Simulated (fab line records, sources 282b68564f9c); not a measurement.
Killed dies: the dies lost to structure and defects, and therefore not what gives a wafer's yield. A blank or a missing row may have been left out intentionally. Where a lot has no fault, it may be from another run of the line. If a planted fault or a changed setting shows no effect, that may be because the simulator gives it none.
Split-lot experiment ; flow rit-cmos ; route with 202 steps; 5 lots, 23 wafers read

## THE SPLIT ITSELF
At RIT_CONTACT_CVD_00 (deposits SiO2 from TEOS, target thk 400 nm, time 61 s), the setting time-s was moved away from the recipe's 61 s on 4 of the 23 wafers read, by -14.0% to +12.6%. The other wafers ran this setting at the recipe's value.

No step appears in the file between the split and the reading.

## THE READING
CONTACT_TEOS_THK (nm), taken at RIT_CONTACT_THK_MEAS_01. Fault-free wafers of this fab line usually give 397 nm, standard deviation 4.7 nm.

wafer;tool, chamber at the split;time-s as run, s;against the recipe;CONTACT_TEOS_THK, nm;against lot-mates on the recipe
L075.1;pecvd-04, 0;61;recipe;390;-
L075.2;pecvd-04, 2;61;recipe;395;-
L075.3;pecvd-04, 1;61;recipe;393;-
L075.5;pecvd-04, 0;61;recipe;400;-
L075.6;pecvd-04, 1;61;recipe;402;-
L078.1;pecvd-04, 0;61;recipe;396;-
L078.2;pecvd-04, 1;61;recipe;397;-
L078.4;pecvd-04, 1;52.46;-14.0%;342;-56
L078.5;pecvd-04, 2;61;recipe;402;-
L078.6;pecvd-04, 0;52.46;-14.0%;344;-54
L081.2;pecvd-04, 2;61;recipe;391;-
L081.3;pecvd-04, 1;61;recipe;391;-
L081.4;pecvd-04, 0;61;recipe;397;-
L081.5;pecvd-04, 2;61;recipe;399;-
L081.6;pecvd-04, 1;61;recipe;395;-
L084.2;pecvd-04, 0;61;recipe;393;-
L084.3;pecvd-04, 1;61;recipe;389;-
L084.5;pecvd-04, 1;61;recipe;400;-
L085.1;pecvd-02, 2;61;recipe;391;-
L085.2;pecvd-02, 1;68.66;+12.6%;445;+47
L085.3;pecvd-02, 0;68.66;+12.6%;438;+40
L085.5;pecvd-02, 1;61;recipe;400;-
L085.6;pecvd-02, 2;61;recipe;404;-

THE FIT
A straight line over all 23 wafers: CONTACT_TEOS_THK changes by +3.71 nm for each +1% of time-s; r = +0.98; the points scatter about the line by 4.4 nm.
The same after taking each lot's own level away (the mean of its wafers on the recipe; 23 wafers): +3.72 nm for each +1%; r = +0.98; scatter 4.3 nm.
That fit puts the effect of the largest move of time-s on the reading at 52 nm.
The span of the lots' own levels, 394.0 to 398.3 nm, comes to 0.9 times the standard deviation stated above.
The two slopes are in agreement: the lot-to-lot level therefore moves the slope only a little.
Check: -51 nm against its lot-mates is what the line predicts for one of the wafers moved furthest among these (-14.0%) when that wafer is left out of the fit. Against them it came out at -56.3 nm.

## FURTHER SPLITS ON THESE WAFERS
Other splits were also applied to these wafers ahead of the reading. Each is held against what the fit with the lots' levels taken away leaves over:
other split on the same wafers;wafers away from the commonest value;r with CONTACT_TEOS_THK (lot level and that fit taken away)
RIT_PLDD_COAT_01 resist-thk-nm;6;+0.01
RIT_SPACER_CVD_03 sih2cl2-flow-sccm;15;+0.08
RIT_NSD_COAT_01 spin-rpm;11;+0.05

## THE WHOLE CHAIN: every reading that the file lists as answering this split, in the file's order
step;what it does;reading;change (the file's fit);r (the file's)
RIT_CONTACT_CVD_00;deposits SiO2 from TEOS, target thk 400 nm, time 61 s;SiO2_of_CONTACT_CVD_00.thk-nm (the simulator's own value, which no gauge read);+3.73 nm for each +1% of the setting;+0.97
RIT_CONTACT_THK_MEAS_01;;CONTACT_TEOS_THK;+3.74 for each +1% of the setting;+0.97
RIT_CONTACT_ETCH_11;etches SiO2 in CHF3/CF4/Ar, stops on TiSi2, target depth 480 nm, time 320 s;etch.depth-nm (the simulator's own value, which no gauge read);+3.73 nm for each +1% of the setting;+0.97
RIT_CONTACT_ETCH_11;etches SiO2 in CHF3/CF4/Ar, stops on TiSi2, target depth 480 nm, time 320 s;CONTACT.feature-depth-nm (the simulator's own value, which no gauge read);+3.73 nm for each +1% of the setting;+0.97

## THE FILE'S OWN FIT
CONTACT_TEOS_THK changes by +3.74 nm for each +1% of time-s, r = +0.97.
